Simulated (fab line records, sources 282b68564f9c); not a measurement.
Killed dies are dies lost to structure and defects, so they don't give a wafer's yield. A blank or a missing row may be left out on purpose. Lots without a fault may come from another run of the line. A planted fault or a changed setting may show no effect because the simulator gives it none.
fab line records | flow rit_cmos | part 1 of 2: steps 1 to 26 of 37
record lots=5 wafers=15 last_day=7
route steps=202 shown GATE@94 REOX@98 NLDD@103 PLDD@114 SPACER@125
lots that met no fault: from a run of the same line without faults
start_h: hours from the record's first day to the start of the lot's first wafer shown | wait_h: hours since the lot's step before | " the same as in the row above | L1.1+2: a row that stands for several wafers | - no value, or no start given | * or withheld: withheld | < > ~ a bound
route shown NAME@n: a module of which the file shows steps, and the number in the route of the first | usual: mean/standard deviation of fault-free wafers | same: alike in all rows | chamber/n: place in a boat | sites: the reading at each site | _std_site: their standard deviation | _edge_site: outer sites' mean less inner sites' | radius_mm: how far each site lies from the wafer's centre | mask NAME#n: copy n | behind: the tool/chamber that last shaped the wafer | hold: why the lot was held/for how many hours/how that ended | device: the transistor (n, p or np) that didn't switch | end of line: the same wafers' tests at the end of the route | a step without rows: its recipe alone | killed: dies lost to structure and defects at the first sort, not the wafer's yield | map: a wafer's dies, x killed, . not, _ none there
set.NAME: the setting as run; set.NAME@STEP: as run at that earlier step | model.NAME: the simulator's own value behind a step, which no gauge read
lots at some steps of the route; a table a step, a row a wafer
services: from which hour (start_h, from the record's first day; less than 0 if before it) a tool's chamber was out of use, for how many hours, and why
## steps
# step RIT_GATE_HARDBAKE_18
# recipe resist=NOVOLAK temp_c=140 time_s=60
# usual exhaust_pa=45.1/0.97 heater_power_total_W=62.55/0.052
# columns lot.wafer tool chamber start_h wait_h exhaust_pa heater_power_total_W
L075.1 litho_track-02 0 44.71 0.0 45.0 62.45
L075.3 " 0 " " 44.1 62.47
L075.6 " 0 " " 43.9 62.56
L080.1 litho_track-04 0 68.33 0.0 44.2 62.55
L080.3 " 0 " " 46.1 62.50
L080.6 " 0 " " 44.6 62.55
L082.1 litho_track-02 0 80.50 0.0 45.2 62.44
L082.2 " 0 " " 45.1 62.55
L082.3 " 0 " " 45.7 62.58
L093.3 litho_track-01 0 132.28 0.1 45.7 62.43
L093.5 " 0 " " 45.6 62.61
L093.6 " 0 " " 44.7 62.60
L095.1 litho_track-02 0 145.61 0.0 45.3 62.60
L095.2 " 0 " " 45.3 62.58
L095.5 " 0 " " 45.7 62.54
# step RIT_GATE_ETCH_19
# recipe chemistry=SF6/CHF3/O2 time_s=165 SF6_flow_sccm=30 CHF3_flow_sccm=30 O2_flow_sccm=5 target=poly-Si pressure_mtorr=40 rf_w=160 target_depth_a=3125 over_etch_frac=0.25 stop_on=SiO2
# usual drypump_motor_current_A=5.67/0.26 oes_product_au=0.849/0.015 throttle_valve_pct=10.27/0.23
# columns lot.wafer tool chamber start_h wait_h drypump_motor_current_A oes_product_au rf_hours_counter_h throttle_valve_pct
L075.1 rie_si-01 2 44.86 0.1 5.44 0.860 137 9.98
L075.3 " 0 " " 5.79 0.837 2 10.13
L075.6 " 3 " " 5.58 0.853 - 10.27
L080.1 rie_si-02 3 68.48 0.1 5.52 0.857 45 10.58
L080.3 " 2 " " 5.31 0.858 159 10.07
L080.6 " 0 " " 5.50 0.855 - 10.55
L082.1 rie_si-02 0 80.65 0.1 5.51 0.866 77 10.54
L082.2 " 3 " " 5.53 0.850 45 10.55
L082.3 " 0 " " 5.49 0.856 - 10.55
L093.3 rie_si-01 0 132.38 0.1 5.81 0.844 3 10.13
L093.5 " 1 " " 6.14 0.849 - 10.55
L093.6 " 2 " " 5.42 0.863 - 9.98
L095.1 rie_si-01 0 145.76 0.1 5.79 0.848 3 10.16
L095.2 " 1 " " 6.15 0.834 127 10.53
L095.5 " 2 " " 5.43 0.864 - 9.97
# step RIT_GATE_STRIP_20
# recipe chemistry=O2 time_s=180 resist=NOVOLAK platen_temp_c=withheld power_w=500 pressure_mtorr=4000 o2_flow_sccm=4000
# usual drypump_motor_current_A=5.9/0.35
# columns lot.wafer tool chamber start_h wait_h drypump_motor_current_A rf_hours_counter_h
L075.1 plasma_asher-03 1 44.97 0.1 5.7 42
L075.3 " 1 " " 5.7 -
L075.6 " 1 " " 5.7 -
L080.1 plasma_asher-01 1 68.59 0.1 6.4 40
L080.3 " 1 " " 6.4 -
L080.6 " 0 " " 5.8 -
L082.1 plasma_asher-02 1 80.82 0.1 5.5 31
L082.2 " 0 " " 5.6 31
L082.3 " 0 " " 5.6 -
L093.3 plasma_asher-01 1 132.55 0.1 6.4 -
L093.5 " 1 " " 6.4 -
L093.6 " 0 " " 5.8 -
L095.1 plasma_asher-01 0 145.87 0.1 5.8 48
L095.2 " 1 " " 6.4 48
L095.5 " 1 " " 6.4 -
# step RIT_GATE_CD_MEAS_90
# recipe target_cd_nm=150
# usual cd_nm=150.2/2.4
# columns lot.wafer tool chamber start_h wait_h cd_nm
L075.1 cd_sem-01 - 45.15 0.1 152.1
L075.3 " - " " 151.8
L075.6 " - " " 150.3
L080.1 cd_sem-01 - 68.76 0.1 150.7
L080.3 " - " " 152.3
L080.6 " - " " 151.9
L082.1 cd_sem-02 - 80.99 0.1 149.1
L082.2 " - " " 149.9
L082.3 " - " " 149.4
L093.3 cd_sem-02 - 132.70 0.1 148.5
L093.5 " - " " 148.6
L093.6 " - " " 148.8
L095.1 cd_sem-02 - 146.05 0.1 147.8
L095.2 " - " " 149.4
L095.5 " - " " 148.4
# step RIT_REOX_CLEAN_00
# recipe chemistry=SC1 mix=3:3:50 time_s=610 temp_c=75
# usual bath_guard_temp_C=75.2/0.53
# columns lot.wafer tool chamber start_h wait_h bath_guard_temp_C
L075.1 wet_bench-04 1 45.27 0.1 75.3
L075.3 " 1 " " 75.5
L075.6 " 1 " " 75.9
L080.1 wet_bench-04 2 68.88 0.1 74.5
L080.3 " 2 " " 74.7
L080.6 " 2 " " 74.6
L082.1 wet_bench-04 2 81.11 0.1 74.6
L082.2 " 2 " " 75.0
L082.3 " 2 " " 75.0
L093.3 wet_bench-03 3 132.78 0.1 74.9
L093.5 " 3 " " 74.4
L093.6 " 3 " " 74.6
L095.1 wet_bench-03 3 146.17 0.1 74.7
L095.2 " 3 " " 74.4
L095.5 " 3 " " 74.7
# step RIT_REOX_CLEAN_01
# recipe chemistry=dHF dilution=50:1 time_s=30
# columns lot.wafer tool chamber start_h wait_h
L075.1+3+6 wet_bench-03 3 45.62 0.0
L080.1+3+6 wet_bench-01 0 69.06 0.0
L082.1+2+3 wet_bench-01 1 81.29 0.0
L093.3+5+6 wet_bench-04 2 132.96 0.0
L095.1+2+5 wet_bench-04 1 146.36 0.0
# step RIT_REOX_CLEAN_02
# recipe chemistry=SC2 mix=3:3:50 time_s=600 temp_c=75 dry=n2_spin
# usual bath_guard_temp_C=75.2/0.36
# columns lot.wafer tool chamber start_h wait_h bath_guard_temp_C
L075.1 wet_bench-04 1 45.63 0.0 75.9
L075.3 " 1 " " 75.3
L075.6 " 1 " " 75.7
L080.1 wet_bench-04 0 69.08 0.0 75.2
L080.3 " 0 " " 75.2
L080.6 " 0 " " 75.2
L082.1 wet_bench-04 2 81.30 0.0 74.5
L082.2 " 2 " " 74.6
L082.3 " 2 " " 75.0
L093.3 wet_bench-01 1 132.98 0.0 74.7
L093.5 " 1 " " 75.2
L093.6 " 1 " " 75.1
L095.1 wet_bench-01 1 146.37 0.0 74.9
L095.2 " 1 " " 74.7
L095.5 " 1 " " 74.6
# step RIT_REOX_OXIDATION_03
# recipe temp_c=900 ambient=O2 target_thk_a=252 ox_time_s=5580
# usual zone_power_centre_pct=45/4
# columns lot.wafer tool chamber start_h wait_h zone_power_centre_pct
L075.1 furnace-03 0 46.11 0.1 49
L075.3 " 0 " " 49
L075.6 " 0 " " 49
L080.1 furnace-03 0 70.32 1.1 50
L080.3 " 0 " " 49
L080.6 " 0 " " 49
L082.1 furnace-03 0 81.51 0.0 49
L082.2 " 0 " " 49
L082.3 " 0 " " 50
L093.3 furnace-03 0 133.93 0.8 49
L093.5 " 0 " " 49
L093.6 " 0 " " 49
L095.1 furnace-04 0 146.98 0.4 43
L095.2 " 0 " " 43
L095.5 " 0 " " 43
# step RIT_REOX_THK_MEAS_04
# recipe reads=SiO2_of_REOX_OXIDATION_03
# usual REOX_OXIDE_THK=25.3/0.44
# columns lot.wafer tool chamber start_h wait_h REOX_OXIDE_THK[nm]
L075.1 film_metro-02 - 48.66 0.0 25.0
L075.3 " - " " 24.7
L075.6 " - " " 24.6
L080.1 film_metro-01 - 72.87 0.0 25.6
L080.3 " - " " 25.8
L080.6 " - " " 25.9
L082.1 film_metro-04 - 84.06 0.0 25.2
L082.2 " - " " 25.1
L082.3 " - " " 25.2
L093.3 film_metro-02 - 136.50 0.0 25.1
L093.5 " - " " 25.1
L093.6 " - " " 25.3
L095.1 film_metro-02 - 149.53 0.0 26.1
L095.2 " - " " 25.7
L095.5 " - " " 25.5
# step RIT_NLDD_HMDS_00
# recipe prime_time_s=60 prime_temp_c=140
# usual exhaust_pa=45.1/0.83 prime_temp_c=139.96/0.15
# columns lot.wafer tool chamber start_h wait_h exhaust_pa prime_temp_c
L075.1 litho_track-03 0 48.79 0.1 44.6 139.74
L075.3 " 0 " " 43.5 139.91
L075.6 " 0 " " 44.7 139.92
L080.1 litho_track-03 0 72.97 0.1 45.3 140.00
L080.3 " 0 " " 45.5 139.83
L080.6 " 0 " " 44.8 139.84
L082.1 litho_track-04 0 84.14 0.1 44.1 139.85
L082.2 " 0 " " 44.1 139.88
L082.3 " 0 " " 44.7 139.86
L093.3 litho_track-02 0 136.59 0.1 44.6 139.86
L093.5 " 0 " " 46.0 139.75
L093.6 " 0 " " 44.2 139.91
L095.1 litho_track-03 0 149.59 0.1 45.9 140.22
L095.2 " 0 " " 45.0 139.96
L095.5 " 0 " " 45.3 140.18
# step RIT_NLDD_COAT_01
# recipe resist=NOVOLAK spin_rpm=3250 resist_thk_nm=1000
# usual exhaust_pa=45.0/0.77
# columns lot.wafer tool chamber start_h wait_h exhaust_pa
L075.1 litho_track-03 0 48.94 0.1 44.8
L075.3 " 0 " " 44.9
L075.6 " 0 " " 44.1
L080.1 litho_track-03 0 73.12 0.1 45.0
L080.3 " 0 " " 44.8
L080.6 " 0 " " 44.9
L082.1 litho_track-04 0 84.29 0.1 45.1
L082.2 " 0 " " 44.9
L082.3 " 0 " " 44.4
L093.3 litho_track-02 0 136.74 0.1 45.0
L093.5 " 0 " " 44.3
L093.6 " 0 " " 42.8
L095.1 litho_track-03 0 149.74 0.1 44.9
L095.2 " 0 " " 44.3
L095.5 " 0 " " 46.7
# step RIT_NLDD_SOFTBAKE_02
# recipe resist=NOVOLAK temp_c=90 time_s=60
# usual exhaust_pa=44.8/0.94 heater_power_total_W=34.57/0.053
# columns lot.wafer tool chamber start_h wait_h exhaust_pa heater_power_total_W
L075.1 litho_track-03 0 49.09 0.1 45.7 34.55
L075.3 " 0 " " 44.1 34.48
L075.6 " 0 " " 45.1 34.56
L080.1 litho_track-03 0 73.27 0.1 44.3 34.56
L080.3 " 0 " " 47.3 34.56
L080.6 " 0 " " 43.7 34.55
L082.1 litho_track-04 0 84.44 0.1 44.7 34.54
L082.2 " 0 " " 46.4 34.48
L082.3 " 0 " " 45.4 34.50
L093.3 litho_track-02 0 136.89 0.1 44.2 34.42
L093.5 " 0 " " 45.1 34.65
L093.6 " 0 " " 44.6 34.54
L095.1 litho_track-03 0 149.89 0.1 44.3 34.58
L095.2 " 0 " " 44.5 34.58
L095.5 " 0 " " 43.2 34.52
# step RIT_NLDD_EXPOSE_03
# recipe mask_id=M7 na=0.57 target_cd_nm=40700 dose_mj=250
# same na=0.57
# columns lot.wafer tool chamber start_h wait_h mask
L075.1+3+6 iline_stepper-01 0 49.37 0.2 M7#0
L080.1+3+6 iline_stepper-01 0 73.42 0.1 M7#0
L082.1+2+3 iline_stepper-01 0 84.72 0.2 M7#0
L093.3+5+6 iline_stepper-02 0 137.15 0.2 M7#0
L095.1+2+5 iline_stepper-02 0 150.04 0.1 M7#0
# step RIT_NLDD_PEB_04
# recipe resist=NOVOLAK temp_c=withheld time_s=withheld
# usual exhaust_pa=45.2/0.88
# columns lot.wafer tool chamber start_h wait_h exhaust_pa
L075.1 litho_track-04 0 49.48 0.1 44.6
L075.3 " 0 " " 44.7
L075.6 " 0 " " 45.8
L080.1 litho_track-04 0 73.57 0.1 43.8
L080.3 " 0 " " 44.3
L080.6 " 0 " " 45.2
L082.1 litho_track-03 0 84.83 0.1 44.0
L082.2 " 0 " " 44.4
L082.3 " 0 " " 45.7
L093.3 litho_track-03 0 137.28 0.1 45.4
L093.5 " 0 " " 44.8
L093.6 " 0 " " 45.0
L095.1 litho_track-02 0 150.16 0.1 44.8
L095.2 " 0 " " 45.2
L095.5 " 0 " " 45.1
# step RIT_NLDD_DEVELOP_05
# recipe resist=NOVOLAK develop_time_s=50 dev_temp_c=23
# usual exhaust_pa=44.7/1
# columns lot.wafer tool chamber start_h wait_h exhaust_pa
L075.1 litho_track-04 0 - - 44.6
L075.3 " 0 " " 45.2
L075.6 " 0 " " 44.9
L080.1 litho_track-04 0 - - 44.4
L080.3 " 0 " " 44.5
L080.6 " 0 " " 44.2
L082.1 litho_track-03 0 - - 45.7
L082.2 " 0 " " 46.3
L082.3 " 0 " " 46.4
L093.3 litho_track-03 0 - - 45.6
L093.5 " 0 " " 45.4
L093.6 " 0 " " 46.1
L095.1 litho_track-02 0 - - 45.7
L095.2 " 0 " " 45.3
L095.5 " 0 " " 45.1
# step RIT_NLDD_OVL_MEAS_06
# usual NLDD_OVL=0.4/1.2
# columns lot.wafer tool chamber start_h wait_h NLDD_OVL[nm]
L075.1 overlay-02 - 49.77 - 1.2
L075.3 " - " " 0.5
L075.6 " - " " 0.2
L080.1 overlay-02 - 73.85 - 1.1
L080.3 " - " " -0.2
L080.6 " - " " 0.6
L082.1 overlay-01 - 85.12 - 2.7
L082.2 " - " " 1.7
L082.3 " - " " 2.4
L093.3 overlay-01 - 137.52 - 0.1
L093.5 " - " " 0.1
L093.6 " - " " 0.8
L095.1 overlay-01 - 150.44 - 1.5
L095.2 " - " " 0.8
L095.5 " - " " 0.9
# step RIT_NLDD_HARDBAKE_07
# recipe resist=NOVOLAK temp_c=140 time_s=60
# usual exhaust_pa=45.0/0.87 heater_power_total_W=62.54/0.048
# columns lot.wafer tool chamber start_h wait_h exhaust_pa heater_power_total_W
L075.1 litho_track-02 0 49.80 0.0 43.9 62.52
L075.3 " 0 " " 44.5 62.55
L075.6 " 0 " " 44.4 62.54
L080.1 litho_track-04 0 73.89 0.0 44.3 62.52
L080.3 " 0 " " 44.9 62.61
L080.6 " 0 " " 45.6 62.65
L082.1 litho_track-04 0 85.15 0.0 44.3 62.55
L082.2 " 0 " " 43.7 62.45
L082.3 " 0 " " 43.8 62.54
L093.3 litho_track-03 0 137.60 0.1 44.5 62.55
L093.5 " 0 " " 45.5 62.59
L093.6 " 0 " " 44.8 62.59
L095.1 litho_track-04 0 150.48 0.0 43.7 62.58
L095.2 " 0 " " 44.0 62.41
L095.5 " 0 " " 44.2 62.56
# step RIT_NLDD_IMPLANT_08
# recipe species=P energy_kev=20 dose_cm2=5e+14 tilt_deg=7
# columns lot.wafer tool chamber start_h wait_h
L075.1+3+6 implanter-04 0 49.95 0.1
L080.1+3+6 implanter-01 0 74.04 0.1
L082.1+2+3 implanter-03 0 85.30 0.1
L093.3+5+6 implanter-04 0 137.75 0.1
L095.1+2+5 implanter-03 0 150.63 0.1
# step RIT_NLDD_STRIP_09
# recipe chemistry=O2 time_s=180 resist=NOVOLAK platen_temp_c=withheld power_w=500 pressure_mtorr=4000 o2_flow_sccm=4000
# usual drypump_motor_current_A=5.9/0.37
# columns lot.wafer tool chamber start_h wait_h drypump_motor_current_A rf_hours_counter_h
L075.1 plasma_asher-03 0 50.10 0.1 6.4 42
L075.3 " 1 " " 5.7 -
L075.6 " 0 " " 6.4 -
L080.1 plasma_asher-03 1 74.19 0.1 5.7 45
L080.3 " 0 " " 6.4 -
L080.6 " 0 " " 6.4 -
L082.1 plasma_asher-02 1 85.45 0.1 5.5 31
L082.2 " 0 " " 5.7 31
L082.3 " 1 " " 5.5 -
L093.3 plasma_asher-04 1 137.91 0.1 6.4 -
L093.5 " 1 " " 6.4 -
L093.6 " 0 " " 5.6 -
L095.1 plasma_asher-04 1 150.78 0.1 6.4 3
L095.2 " 0 " " 5.6 3
L095.5 " 0 " " 5.6 -
# step RIT_NLDD_TW_MEAS_10
# usual NLDD_TW=2490/20
# columns lot.wafer tool chamber start_h wait_h NLDD_TW
L075.1 film_metro-03 - 50.28 0.1 2494
L075.3 " - " " 2491
L075.6 " - " " 2494
L080.1 film_metro-03 - 74.36 0.1 2517
L080.3 " - " " 2499
L080.6 " - " " 2506
L082.1 film_metro-03 - 85.63 0.1 2492
L082.2 " - " " 2495
L082.3 " - " " 2500
L093.3 film_metro-01 - 138.04 0.1 2471
L093.5 " - " " 2475
L093.6 " - " " 2463
L095.1 film_metro-03 - 150.95 0.1 2515
L095.2 " - " " 2495
L095.5 " - " " 2493
# step RIT_PLDD_HMDS_00
# recipe prime_time_s=60 prime_temp_c=140
# usual exhaust_pa=45.0/0.76 prime_temp_c=140.00/0.15
# columns lot.wafer tool chamber start_h wait_h exhaust_pa prime_temp_c
L075.1 litho_track-03 0 50.34 0.1 43.6 139.74
L075.3 " 0 " " 44.4 139.94
L075.6 " 0 " " 44.4 139.75
L080.1 litho_track-04 0 74.42 0.1 45.0 139.84
L080.3 " 0 " " 44.5 139.78
L080.6 " 0 " " 45.0 139.79
L082.1 litho_track-04 0 85.69 0.1 44.6 140.17
L082.2 " 0 " " 46.1 140.02
L082.3 " 0 " " 45.6 139.97
L093.3 litho_track-04 0 138.13 0.1 45.3 140.00
L093.5 " 0 " " 45.8 140.19
L093.6 " 0 " " 46.4 140.07
L095.1 litho_track-01 0 151.01 0.1 45.4 140.16
L095.2 " 0 " " 46.0 140.38
L095.5 " 0 " " 47.3 140.46
# step RIT_PLDD_COAT_01
# recipe resist=NOVOLAK spin_rpm=3250 resist_thk_nm=1000
# usual exhaust_pa=44.9/0.81
# columns lot.wafer tool chamber start_h wait_h exhaust_pa
L075.1 litho_track-03 0 50.49 0.1 44.8
L075.3 " 0 " " 44.6
L075.6 " 0 " " 44.6
L080.1 litho_track-04 0 74.57 0.1 43.5
L080.3 " 0 " " 45.4
L080.6 " 0 " " 45.0
L082.1 litho_track-04 0 85.84 0.1 45.4
L082.2 " 0 " " 46.5
L082.3 " 0 " " 46.9
L093.3 litho_track-04 0 138.28 0.1 44.0
L093.5 " 0 " " 45.3
L093.6 " 0 " " 43.4
L095.1 litho_track-01 0 151.16 0.1 44.8
L095.2 " 0 " " 44.6
L095.5 " 0 " " 44.9
# step RIT_PLDD_SOFTBAKE_02
# recipe resist=NOVOLAK temp_c=90 time_s=60
# usual exhaust_pa=45.2/0.93 heater_power_total_W=34.56/0.051
# columns lot.wafer tool chamber start_h wait_h exhaust_pa heater_power_total_W
L075.1 litho_track-03 0 50.64 0.1 46.9 34.58
L075.3 " 0 " " 46.1 34.56
L075.6 " 0 " " 45.2 34.52
L080.1 litho_track-04 0 74.72 0.1 46.2 34.56
L080.3 " 0 " " 44.8 34.55
L080.6 " 0 " " 46.4 34.47
L082.1 litho_track-04 0 85.99 0.1 45.4 34.60
L082.2 " 0 " " 45.1 34.53
L082.3 " 0 " " 45.0 34.58
L093.3 litho_track-04 0 138.43 0.1 45.6 34.47
L093.5 " 0 " " 45.8 34.47
L093.6 " 0 " " 45.1 34.51
L095.1 litho_track-01 0 151.31 0.1 43.3 34.52
L095.2 " 0 " " 43.9 34.65
L095.5 " 0 " " 43.9 34.69
# step RIT_PLDD_EXPOSE_03
# recipe mask_id=M8 na=0.57 target_cd_nm=40900 dose_mj=250
# same na=0.57
# columns lot.wafer tool chamber start_h wait_h mask
L075.1+3+6 iline_stepper-01 0 50.79 0.1 M8#0
L080.1+3+6 iline_stepper-01 0 74.87 0.1 M8#0
L082.1+2+3 iline_stepper-01 0 86.34 0.3 M8#0
L093.3+5+6 iline_stepper-02 0 138.70 0.2 M8#0
L095.1+2+5 iline_stepper-01 0 151.46 0.1 M8#0
# step RIT_PLDD_PEB_04
# recipe resist=NOVOLAK temp_c=withheld time_s=withheld
# usual exhaust_pa=44.8/0.82
# columns lot.wafer tool chamber start_h wait_h exhaust_pa
L075.1 litho_track-03 0 50.90 0.1 45.8
L075.3 " 0 " " 44.2
L075.6 " 0 " " 44.6
L080.1 litho_track-03 0 74.99 0.1 43.7
L080.3 " 0 " " 45.1
L080.6 " 0 " " 44.1
L082.1 litho_track-03 0 86.46 0.1 45.5
L082.2 " 0 " " 45.8
L082.3 " 0 " " 45.9
L093.3 litho_track-03 0 138.83 0.1 46.3
L093.5 " 0 " " 46.1
L093.6 " 0 " " 46.0
L095.1 litho_track-03 0 151.58 0.1 44.8
L095.2 " 0 " " 43.9
L095.5 " 0 " " 45.4
# step RIT_PLDD_DEVELOP_05
# recipe resist=NOVOLAK develop_time_s=50 dev_temp_c=23
# usual exhaust_pa=45.0/0.76
# columns lot.wafer tool chamber start_h wait_h exhaust_pa
L075.1 litho_track-03 0 - - 44.3
L075.3 " 0 " " 45.3
L075.6 " 0 " " 44.5
L080.1 litho_track-03 0 - - 44.5
L080.3 " 0 " " 44.2
L080.6 " 0 " " 43.9
L082.1 litho_track-03 0 - - 46.9
L082.2 " 0 " " 44.7
L082.3 " 0 " " 44.2
L093.3 litho_track-03 0 - - 44.6
L093.5 " 0 " " 44.1
L093.6 " 0 " " 45.2
L095.1 litho_track-03 0 - - 45.3
L095.2 " 0 " " 44.6
L095.5 " 0 " " 44.6
